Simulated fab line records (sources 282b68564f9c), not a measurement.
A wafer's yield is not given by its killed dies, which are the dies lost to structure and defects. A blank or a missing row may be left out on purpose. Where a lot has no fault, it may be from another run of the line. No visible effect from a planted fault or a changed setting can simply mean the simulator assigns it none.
Matching of chambers ; flow rit-cmos ; RIT_GATE_ETCH_19 on rie-si-02 has 4 sister chambers
The step etches poly-Si in SF6/CHF3/O2, stops on SiO2, time 165 s, target depth 312.5 nm. 8 wafers are shown with their chamber, then 8 later ones without.

== WAFERS WITH THEIR CHAMBER ==
wafer;chamber;drypump-motor-current-A (A);throttle-valve-pct (%)
L235.5;1;5.2;10.01
L237.3;3;5.0;10.50
L239.1;1;5.2;10.02
L239.6;3;5.1;10.49
L241.1;2;5.4;10.42
L247.4;0;6.4;10.04
L247.5;2;5.4;10.41
L253.1;0;6.4;10.03

== WAFERS WHOSE CHAMBER IS MISSING ==
wafer;drypump-motor-current-A (A);throttle-valve-pct (%)
L253.2;5.4;10.40
L253.5;5.1;10.47
L255.3;5.1;10.49
L255.4;5.4;10.41
L255.6;5.0;10.47
L257.3;5.4;10.39
L257.4;5.0;10.47
L257.6;6.4;10.03

== CHAMBER TAKEN BY EACH ==
wafer;from the rows above;in truth
L253.2;2;2
L253.5;3;3
L255.3;3;3
L255.4;2;2
L255.6;3;3
L257.3;2;2
L257.4;3;3
L257.6;0;0
Placed correctly: 8 of 8. Not placeable from these rows: 0. Number placed wrongly: 0.
How it was worked out, from the rows above alone: a wafer's distance from a chamber is the root of the sum, over the readings, of the square of ((its reading less the chamber's mean) divided by the reading's scatter). If the next closest chamber is less than 2 further off than the closest, the wafer can't be placed; otherwise it belongs to the closest. Each chamber's mean is taken over the wafers shown for it. The scatter: the root of (the sum of the squares of (reading less its chamber's mean) over the shown wafers, divided by (wafers less chambers)).
